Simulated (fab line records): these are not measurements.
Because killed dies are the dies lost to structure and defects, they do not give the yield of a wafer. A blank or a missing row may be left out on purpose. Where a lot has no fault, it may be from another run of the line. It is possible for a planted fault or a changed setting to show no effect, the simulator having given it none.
Which of the tools did it? :: flow ritCmos :: Sampling: 6 lots, 18 wafers, 2 of 202 route steps

## WHAT THE GAUGES SHOWED, per wafer
RIT_SPACER_THK_MEAS_04.
lot: L669
measured: day 3 03:06
on: filmMetro-02
SPACER_NITRIDE_THK (nm): 247.1 246.8 248.2

lot: L671
measured: day 3 14:45
on: filmMetro-02
SPACER_NITRIDE_THK (nm): 251.4 247.6 251.1

lot: L674
measured: day 4 06:02
on: filmMetro-04
SPACER_NITRIDE_THK (nm): 251.6 251.1 254.0

lot: L677
measured: day 4 18:59
on: filmMetro-02
SPACER_NITRIDE_THK (nm): 249.6 247.6 248.8

lot: L681
measured: day 5 15:58
on: filmMetro-01
SPACER_NITRIDE_THK (nm): 242.2 248.2 246.1

lot: L684
measured: day 6 08:17
on: filmMetro-04
SPACER_NITRIDE_THK (nm): 246.6 247.9 246.2

## WHICH TOOL RAN EACH LOT (tool, then ch and the chambers of the sampled wafers, then the start)
lot: L669
RIT_SPACER_CVD_03: lpcvd-01 ch 0, day 3 01:10

lot: L671
RIT_SPACER_CVD_03: lpcvd-01 ch 0, day 3 12:48

lot: L674
RIT_SPACER_CVD_03: lpcvd-02 ch 0, day 4 03:10

lot: L677
RIT_SPACER_CVD_03: lpcvd-01 ch 0, day 4 17:04

lot: L681
RIT_SPACER_CVD_03: lpcvd-01 ch 1, day 5 14:04

lot: L684
RIT_SPACER_CVD_03: lpcvd-02 ch 1, day 6 06:21
- RIT_SPACER_CVD_03: deposits Si3N4 from SiH2Cl2/NH3, target thk 250 nm, time 3300 s.

## THE ANSWER, worked out from the rows above alone
Rule: what is usual is taken from the lots themselves. The widest of any qualifying gaps counts: lots, ordered by their means at a reading, are off when they make up no more than a third of the lots, leave a main group of 4 or more, and stand apart from it by 3 or more times the standard deviation of that group's means. A main group is skipped when, at the precision printed for the reading in the tables above, its means are all equal. A lot without any number at a reading at which 4 lots or more have one is off too. Where the step has rows for the other lots, those lots are counted as sound.
No lot is off on any of the readings shown, so nothing can be concluded from this.

## WHAT THE SIMULATOR PUT IN
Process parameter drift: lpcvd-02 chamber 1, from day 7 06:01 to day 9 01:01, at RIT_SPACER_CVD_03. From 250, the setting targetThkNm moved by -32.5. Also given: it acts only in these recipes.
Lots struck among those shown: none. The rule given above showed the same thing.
